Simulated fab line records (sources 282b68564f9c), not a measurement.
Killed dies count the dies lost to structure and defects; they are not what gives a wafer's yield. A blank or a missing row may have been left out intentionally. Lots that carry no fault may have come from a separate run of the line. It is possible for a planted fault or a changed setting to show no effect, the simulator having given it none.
Chamber matching || flow rit-cmos || RIT_SPACER_ETCHBACK_05 on rie-diel-03 has 4 sister chambers
The step etches Si3N4 in SF6/CHF3, stops on SiO2, target depth 250 nm, time 240 s. 14 wafers are shown with their chamber, then 7 later ones without.

WAFERS WITH THEIR CHAMBER
{"wafer": "L397.1", "chamber": 3, "drypump-motor-current-A (A)": 4.8, "throttle-valve-pct (%)": 10.23, "run-length-s (s)": 268.0}
{"wafer": "L397.2", "chamber": 1, "drypump-motor-current-A (A)": 6.2, "throttle-valve-pct (%)": 10.49, "run-length-s (s)": 268.7}
{"wafer": "L397.6", "chamber": 0, "drypump-motor-current-A (A)": 5.8, "throttle-valve-pct (%)": 10.43, "run-length-s (s)": 268.4}
{"wafer": "L399.1", "chamber": 2, "drypump-motor-current-A (A)": 6.6, "throttle-valve-pct (%)": 10.33, "run-length-s (s)": 268.8}
{"wafer": "L399.4", "chamber": 1, "drypump-motor-current-A (A)": 6.2, "throttle-valve-pct (%)": 10.53, "run-length-s (s)": 268.2}
{"wafer": "L399.5", "chamber": 3, "drypump-motor-current-A (A)": 4.9, "throttle-valve-pct (%)": 10.25, "run-length-s (s)": 267.8}
{"wafer": "L401.1", "chamber": 2, "drypump-motor-current-A (A)": 6.5, "throttle-valve-pct (%)": 10.34, "run-length-s (s)": 268.7}
{"wafer": "L401.2", "chamber": 1, "drypump-motor-current-A (A)": 6.2, "throttle-valve-pct (%)": 10.50, "run-length-s (s)": 268.1}
{"wafer": "L401.6", "chamber": 1, "drypump-motor-current-A (A)": 6.2, "throttle-valve-pct (%)": 10.49, "run-length-s (s)": 268.0}
{"wafer": "L412.1", "chamber": 3, "drypump-motor-current-A (A)": 4.9, "throttle-valve-pct (%)": 10.24, "run-length-s (s)": 268.0}
{"wafer": "L412.2", "chamber": 1, "drypump-motor-current-A (A)": 6.2, "throttle-valve-pct (%)": 10.52, "run-length-s (s)": 268.2}
{"wafer": "L412.3", "chamber": 0, "drypump-motor-current-A (A)": 5.9, "throttle-valve-pct (%)": 10.43, "run-length-s (s)": 267.9}
{"wafer": "L417.1", "chamber": 0, "drypump-motor-current-A (A)": 5.8, "throttle-valve-pct (%)": 10.43, "run-length-s (s)": 268.1}
{"wafer": "L417.3", "chamber": 2, "drypump-motor-current-A (A)": 6.5, "throttle-valve-pct (%)": 10.33, "run-length-s (s)": 268.7}

SIGNATURES, as means of the wafers listed above
{"reading": "drypump-motor-current-A", "chamber 0": 5.833, "chamber 1": 6.200, "chamber 2": 6.533, "chamber 3": 4.867, "scatter within a chamber": 0.0447}
{"reading": "throttle-valve-pct", "chamber 0": 10.4300, "chamber 1": 10.5060, "chamber 2": 10.3333, "chamber 3": 10.2400, "scatter within a chamber": 0.0126}
{"reading": "run-length-s", "chamber 0": 268.133, "chamber 1": 268.240, "chamber 2": 268.733, "chamber 3": 267.933, "scatter within a chamber": 0.213}
Rule: distance of a wafer from a chamber = root of the sum over the readings of ((wafer's reading minus chamber's mean) / reading's scatter) squared. The wafer belongs to the nearest chamber; if the next one is less than 2 further off, it can't be placed. How the scatter is found: for the shown wafers, subtract from each reading the mean of its chamber, square and add these, divide the total by (wafers less chambers), then take the root.

WAFERS MISSING THEIR CHAMBER
{"wafer": "L417.4", "drypump-motor-current-A (A)": 4.9, "throttle-valve-pct (%)": 10.24, "run-length-s (s)": 268.1}
{"wafer": "L418.1", "drypump-motor-current-A (A)": 6.6, "throttle-valve-pct (%)": 10.34, "run-length-s (s)": 268.6}
{"wafer": "L418.5", "drypump-motor-current-A (A)": 6.2, "throttle-valve-pct (%)": 10.51, "run-length-s (s)": 268.3}
{"wafer": "L418.6", "drypump-motor-current-A (A)": 6.5, "throttle-valve-pct (%)": 10.34, "run-length-s (s)": 268.6}
{"wafer": "L419.4", "drypump-motor-current-A (A)": 6.6, "throttle-valve-pct (%)": 10.34, "run-length-s (s)": 269.0}
{"wafer": "L419.5", "drypump-motor-current-A (A)": 4.8, "throttle-valve-pct (%)": 10.22, "run-length-s (s)": 267.6}
{"wafer": "L419.6", "drypump-motor-current-A (A)": 5.8, "throttle-valve-pct (%)": 10.43, "run-length-s (s)": 268.1}

THE CHAMBER EACH PASSED THROUGH
{"wafer": "L417.4", "from the rows above": 3, "in truth": 3}
{"wafer": "L418.1", "from the rows above": 2, "in truth": 2}
{"wafer": "L418.5", "from the rows above": 1, "in truth": 1}
{"wafer": "L418.6", "from the rows above": 2, "in truth": 2}
{"wafer": "L419.4", "from the rows above": 2, "in truth": 2}
{"wafer": "L419.5", "from the rows above": 3, "in truth": 3}
{"wafer": "L419.6", "from the rows above": 0, "in truth": 0}
Correct placement for 7 of the 7. Can't be placed from these rows: 0. 0 placed wrongly.
